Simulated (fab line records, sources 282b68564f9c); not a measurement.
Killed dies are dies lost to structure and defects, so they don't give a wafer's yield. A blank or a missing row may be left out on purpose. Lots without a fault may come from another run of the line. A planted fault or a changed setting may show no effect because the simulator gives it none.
fab line records | flow rit_cmos
record lots=5 wafers=13 last_day=7
route steps=202 shown SILICIDE@167 CONTACT@168 M1@202
lots that met no fault: from a run of the same line without faults
start_h: hours from the record's first day to the start of the lot's first wafer shown | wait_h: hours since the lot's step before | " the same as in the row above | L1.1+2: a row that stands for several wafers | - no value, or no start given | * or withheld: withheld | < > ~ a bound
route shown NAME@n: a module of which the file shows steps, and the number in the route of the first | usual: mean/standard deviation of fault-free wafers | same: alike in all rows | chamber/n: place in a boat | sites: the reading at each site | _std_site: their standard deviation | _edge_site: outer sites' mean less inner sites' | radius_mm: how far each site lies from the wafer's centre | mask NAME#n: copy n | behind: the tool/chamber that last shaped the wafer | hold: why the lot was held/for how many hours/how that ended | device: the transistor (n, p or np) that didn't switch | end of line: the same wafers' tests at the end of the route | a step without rows: its recipe alone | killed: dies lost to structure and defects at the first sort, not the wafer's yield | map: a wafer's dies, x killed, . not, _ none there
set.NAME: the setting as run; set.NAME@STEP: as run at that earlier step | model.NAME: the simulator's own value behind a step, which no gauge read
lots at some steps of the route; a table a step, a row a wafer
services: from which hour (start_h, from the record's first day; less than 0 if before it) a tool's chamber was out of use, for how many hours, and why
## steps
# step RIT_SILICIDE_RTA_06
# recipe temp_c=750 time_s=10 idle_temp_c=25 ramp_up_s=5 ramp_down_s=10 cool_to_c=25 ambient=N2
# usual wafer_temp_C_max=754.7/1.4
# same time_s=10
# columns lot.wafer tool chamber start_h wait_h wafer_temp_C_max
L123.2 rtp_anneal-01 0 77.55 0.0 752.3
L123.3 " 0 " " 752.5
L123.5 " 0 " " 754.1
L124.2 rtp_anneal-02 0 82.69 0.0 755.4
L124.3 " 0 " " 754.5
L124.6 " 0 " " 757.4
L132.4 rtp_anneal-02 0 117.86 0.0 757.2
L140.2 rtp_anneal-02 0 161.77 0.0 755.8
L140.3 " 0 " " 756.7
L140.6 " 0 " " 757.2
L141.2 rtp_anneal-01 0 168.54 0.0 753.3
L141.4 " 0 " " 754.5
L141.6 " 0 " " 752.5
# step RIT_CONTACT_CVD_00
# recipe material=SiO2 target_thk_nm=400 precursor=TEOS temp_c=390 time_s=61 rf_w=400
# usual heater_power_w=315/47
# same time_s=61
# columns lot.wafer tool chamber start_h wait_h heater_power_w since_wet_clean_h
L123.2 pecvd-02 0 77.60 0.0 307 1414
L123.3 " 2 " " 433 1414
L123.5 " 2 " " 319 -
L124.2 pecvd-01 1 82.75 0.0 296 234
L124.3 " 2 " " 315 234
L124.6 " 0 " " 332 -
L132.4 pecvd-02 2 117.92 0.0 399 -
L140.2 pecvd-03 0 161.83 0.0 238 717
L140.3 " 1 " " 307 717
L140.6 " 0 " " 257 -
L141.2 pecvd-02 2 168.59 0.0 422 1505
L141.4 " 2 " " 311 -
L141.6 " 1 " " 217 -
# step RIT_CONTACT_THK_MEAS_01
# recipe reads=SiO2_of_CONTACT_CVD_00
# usual CONTACT_TEOS_THK=400/5.1
# columns lot.wafer tool chamber start_h wait_h CONTACT_TEOS_THK[nm]
L123.2 film_metro-01 - 77.66 0.0 398
L123.3 " - " " 398
L123.5 " - " " 402
L124.2 film_metro-03 - 82.81 0.0 400
L124.3 " - " " 397
L124.6 " - " " 406
L132.4 film_metro-01 - 117.98 0.0 410
L140.2 film_metro-02 - 161.89 0.0 393
L140.3 " - " " 397
L140.6 " - " " 401
L141.2 film_metro-02 - 168.66 0.0 396
L141.4 " - " " 404
L141.6 " - " " 399
# step RIT_CONTACT_HMDS_02
# recipe prime_time_s=60 prime_temp_c=140
# step RIT_CONTACT_COAT_03
# recipe resist=NOVOLAK spin_rpm=3250 resist_thk_nm=1000
# step RIT_CONTACT_SOFTBAKE_04
# recipe resist=NOVOLAK temp_c=90 time_s=60
# step RIT_CONTACT_EXPOSE_05
# recipe mask_id=M11 na=0.6 source_shape=conventional sigma_outer=0.5 target_cd_nm=1000 dose_mj=250
# step RIT_CONTACT_PEB_06
# recipe resist=NOVOLAK temp_c=withheld time_s=withheld
# step RIT_CONTACT_DEVELOP_07
# recipe resist=NOVOLAK develop_time_s=120 dev_temp_c=23
# step RIT_CONTACT_CD_MEAS_08
# recipe target_cd_nm=1000
# usual cd_nm=999.8/2.3
# columns lot.wafer tool chamber start_h wait_h cd_nm
L123.2 cd_sem-02 - 79.06 - 1003.5
L123.3 " - " " 1004.2
L123.5 " - " " 1002.5
L124.2 cd_sem-01 - 83.97 - 1001.7
L124.3 " - " " 1001.0
L124.6 " - " " 1001.5
L132.4 cd_sem-02 - 119.16 - 999.6
L140.2 cd_sem-01 - 162.93 - 998.9
L140.3 " - " " 998.7
L140.6 " - " " 998.1
L141.2 cd_sem-01 - 169.82 - 998.2
L141.4 " - " " 998.6
L141.6 " - " " 998.0
# step RIT_CONTACT_OVL_MEAS_09
# usual CONTACT_OVL=-0.7/1.5
# columns lot.wafer tool chamber start_h wait_h CONTACT_OVL[nm]
L123.2 overlay-02 - 79.20 0.1 -0.9
L123.3 " - " " 0.4
L123.5 " - " " -0.4
L124.2 overlay-02 - 84.07 0.1 -1.4
L124.3 " - " " -1.1
L124.6 " - " " -0.3
L132.4 overlay-01 - 119.23 0.1 -2.6
L140.2 overlay-01 - 163.03 0.1 -0.6
L140.3 " - " " 1.0
L140.6 " - " " 0.9
L141.2 overlay-02 - 169.92 0.1 -1.1
L141.4 " - " " -3.8
L141.6 " - " " -4.0
# step RIT_CONTACT_HARDBAKE_10
# recipe resist=NOVOLAK temp_c=140 time_s=60
# step RIT_CONTACT_ETCH_11
# recipe target_depth_a=4800 over_etch_frac=0.2 stop_on=TiSi2 chemistry=CHF3/CF4/Ar target=SiO2 CHF3_flow_sccm=50 cf4_flow_sccm=10 Ar_flow_sccm=100 O2_flow_sccm=5 pressure_mtorr=100 rf_w=200 time_s=326.9
# usual drypump_motor_current_A=5.9/0.37 oes_product_au=0.990/0.014 throttle_valve_pct=8.83/0.13
# same over_etch_frac=0.2 time_s=326.9
# columns lot.wafer tool chamber start_h wait_h drypump_motor_current_A oes_product_au rf_hours_counter_h throttle_valve_pct model.CONTACT.feature_depth_nm model.etch.depth_nm model.NOVOLAK_of_CONTACT_COAT_03.thk_nm
L123.2 rie_diel-03 1 79.38 0.1 6.3 0.996 115 8.91 397.6 397.6 762.7
L123.3 " 2 " " 5.4 0.993 1 8.94 397.7 397.7 771.4
L123.5 " 0 " " 5.7 1.010 - 9.04 401.6 401.6 770.3
L124.2 rie_diel-01 2 84.25 0.1 5.9 0.985 136 8.75 400.5 400.5 768.7
L124.3 " 3 " " 5.6 0.987 2 8.61 397 397 775.5
L124.6 " 3 " " 5.6 0.982 - 8.62 406.3 406.3 772.6
L132.4 rie_diel-01 0 119.51 0.1 6.1 1.013 146 8.85 332.4 332.4 803.5
L140.2 rie_diel-03 3 163.21 0.1 6.3 0.972 70 8.76 392.8 392.8 770.5
L140.3 " 0 " " 5.6 1.003 10 9.05 396.5 396.5 770.3
L140.6 " 3 " " 6.4 0.958 - 8.77 401.3 401.3 774.4
L141.2 rie_diel-03 3 170.10 0.1 6.3 0.967 70 8.77 396.4 396.4 767.7
L141.4 " 0 " " 5.7 1.014 10 9.05 403.5 403.5 768.5
L141.6 " 2 " " 5.4 1.000 - 8.94 399 399 768.5
# step RIT_CONTACT_STRIP_12
# recipe chemistry=O2 time_s=180 resist=NOVOLAK platen_temp_c=withheld power_w=500 pressure_mtorr=4000 o2_flow_sccm=4000
# usual drypump_motor_current_A=5.55/0.22
# same time_s=180
# columns lot.wafer tool chamber start_h wait_h drypump_motor_current_A rf_hours_counter_h
L123.2 plasma_asher-03 0 79.57 0.1 5.54 43
L123.3 " 0 " " 5.56 -
L123.5 " 1 " " 5.14 -
L124.2 plasma_asher-03 1 84.45 0.1 5.14 43
L124.3 " 1 " " 5.12 -
L124.6 " 1 " " 5.15 -
L132.4 plasma_asher-02 0 119.76 0.2 5.50 -
L140.2 plasma_asher-03 0 163.41 0.1 5.52 4
L140.3 " 0 " " 5.54 -
L140.6 " 0 " " 5.52 -
L141.2 plasma_asher-02 1 170.30 0.1 5.78 55
L141.4 " 1 " " 5.78 -
L141.6 " 0 " " 5.51 -
# step RIT_M1_PROBE_99
# usual defect_limited_yield=97.4/1.2 killed_at_front_end=7/3 killed_dies=7/3.1 killed_open=3.4/2.1 killed_short=3.4/2 sort_bin_3_pad_short=0.1/0.23 sort_bin_5_function=1.5/0.76 sort_bin_6_memory=1.0/0.74 sort_n_pass=257/3.1 sort_yield_pct=97.4/1.2
# same gross_dies=264 killed_at_M0_to_M3=0 killed_at_M4_up=0 killed_at_back_side=0 killed_at_contacts=0 killed_at_other=0
# columns lot.wafer tool chamber start_h wait_h defect_limited_yield[%] killed_at_front_end killed_dies killed_open killed_short sort_bin_3_pad_short[%] sort_bin_5_function[%] sort_bin_6_memory[%] sort_n_pass sort_yield_pct[%]
L123.2 prober-01 - 84.49 0.1 97.3 7 7 4 3 0.4 2.3 0 257 97.3
L123.3 prober-01 - 84.54 0.2 98.9 3 3 1 2 0 0.4 0.8 261 98.9
L123.5 prober-01 - 84.64 0.2 96.6 9 9 4 5 0.8 1.5 1.1 255 96.6
L124.2 prober-02 - 90.11 0.1 97.3 7 7 2 5 0.4 1.1 1.1 257 97.3
L124.3 prober-02 - 90.16 0.2 96.6 9 9 4 5 0 2.3 1.1 255 96.6
L124.6 prober-02 - 90.31 0.2 97.3 7 7 2 5 0 1.5 1.1 257 97.3
L140.2 prober-02 - 168.47 0.1 97.3 7 7 3 4 0.4 1.5 0.8 257 97.3
L140.3 prober-02 - 168.52 0.2 95.1 13 13 5 8 0 1.5 3.4 251 95.1
L140.6 prober-02 - 168.67 0.2 96.2 10 10 8 2 0 1.5 2.3 254 96.2
L141.2 prober-01 - 175.42 0.1 98.9 3 3 1 2 0 0.8 0.4 261 98.9
L141.4 prober-01 - 175.52 0.2 97.3 7 7 6 1 0 1.5 1.1 257 97.3
L141.6 prober-01 - 175.62 0.2 97.7 6 6 3 3 0 1.1 1.1 258 97.7
# killed by level:class
L123.2 REOX:geometric_particle:open=2 SILICIDE:geometric_particle:short=2 FOX1:geometric_particle:open=1 GATE:geometric_particle:short=1 SILICIDE:geometric_particle:open=1
L123.3 GATE:geometric_particle:open=1 GATE:geometric_particle:short=1 SPACER:geometric_particle:short=1
L123.5 GATE:geometric_particle:short=4 GATE:geometric_particle:open=2 FOX2:geometric_particle:open=1 SILICIDE:geometric_particle:open=1 SILICIDE:geometric_particle:short=1
L124.2 SILICIDE:geometric_particle:short=2 FOX2:geometric_particle:short=1 GATE:geometric_particle:open=1 REOX:geometric_particle:short=1 REOX:geometric_particle:open=1 SPACER:geometric_particle:short=1
L124.3 FOX2:geometric_particle:short=2 SPACER:geometric_particle:short=2 FOX1:geometric_particle:open=1 FOX2:geometric_particle:open=1 REOX:geometric_particle:open=1 REOX:geometric_particle:short=1 SPACER:geometric_particle:open=1
L124.6 REOX:geometric_particle:open=2 REOX:geometric_particle:short=2 FOX2:geometric_particle:short=1 SPACER:geometric_particle:short=1 SILICIDE:geometric_particle:short=1
L140.2 REOX:geometric_particle:open=2 FOX1:geometric_particle:short=1 GATE:geometric_particle:open=1 GATE:geometric_particle:short=1 REOX:geometric_particle:short=1 SILICIDE:geometric_particle:short=1
L140.3 GATE:geometric_particle:short=3 REOX:geometric_particle:short=3 GATE:geometric_particle:open=2 REOX:geometric_particle:open=2 FOX1:geometric_particle:short=1 SILICIDE:geometric_particle:short=1 SILICIDE:geometric_particle:open=1
L140.6 GATE:geometric_particle:open=4 FOX1:geometric_particle:open=2 REOX:geometric_particle:short=1 REOX:geometric_particle:open=1 SPACER:geometric_particle:short=1 SILICIDE:geometric_particle:open=1
L141.2 GATE:geometric_particle:short=2 SPACER:geometric_particle:open=1
L141.4 SPACER:geometric_particle:open=4 FOX1:geometric_particle:open=2 GATE:geometric_particle:short=1
L141.6 GATE:geometric_particle:short=3 FOX1:geometric_particle:open=1 GATE:geometric_particle:open=1 REOX:geometric_particle:open=1
## services
# columns tool chamber start_h hours kind
pecvd-03 1 72.79 4.3 repair
rie_diel-01 0 76.20 3.1 repair
pecvd-02 0 78.35 14.1 repair
rie_diel-03 3 78.41 6.2 repair
pecvd-03 2 108.00 6.5 repair
plasma_asher-03 - 108.75 9.0 pm
plasma_asher-03 0 108.75 9.0 vent_cycle
plasma_asher-03 1 108.75 9.0 vent_cycle
pecvd-01 2 108.80 2.6 repair
plasma_asher-03 0 117.75 - clean
plasma_asher-03 1 117.75 - clean
rie_diel-01 3 126.93 15.4 repair
plasma_asher-02 - 128.20 0.5 repair
plasma_asher-03 - 138.30 0.8 repair
plasma_asher-03 - 142.61 4.9 repair
plasma_asher-02 - 154.47 3.4 repair
rie_diel-03 2 160.83 3.5 repair
pecvd-02 1 161.91 4.2 repair
plasma_asher-02 - 166.13 0.9 repair
## key
first_sign none at tools or gauges
model_effect step=RIT_CONTACT_ETCH_11 value=CONTACT.feature_depth_nm without=410.2 struck=332.4
met_at RIT_CONTACT_ETCH_11
struck_wafers L132.4
rows_end L132.4
fault kind=process_parameter_drift tool=rie_diel-01 chamber=0 onset_h=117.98 steps=RIT_CONTACT_ETCH_11 channel=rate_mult offset=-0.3 shape=step
# rows_end: these wafers met a further fault down the route, and their rows from its step on are left out
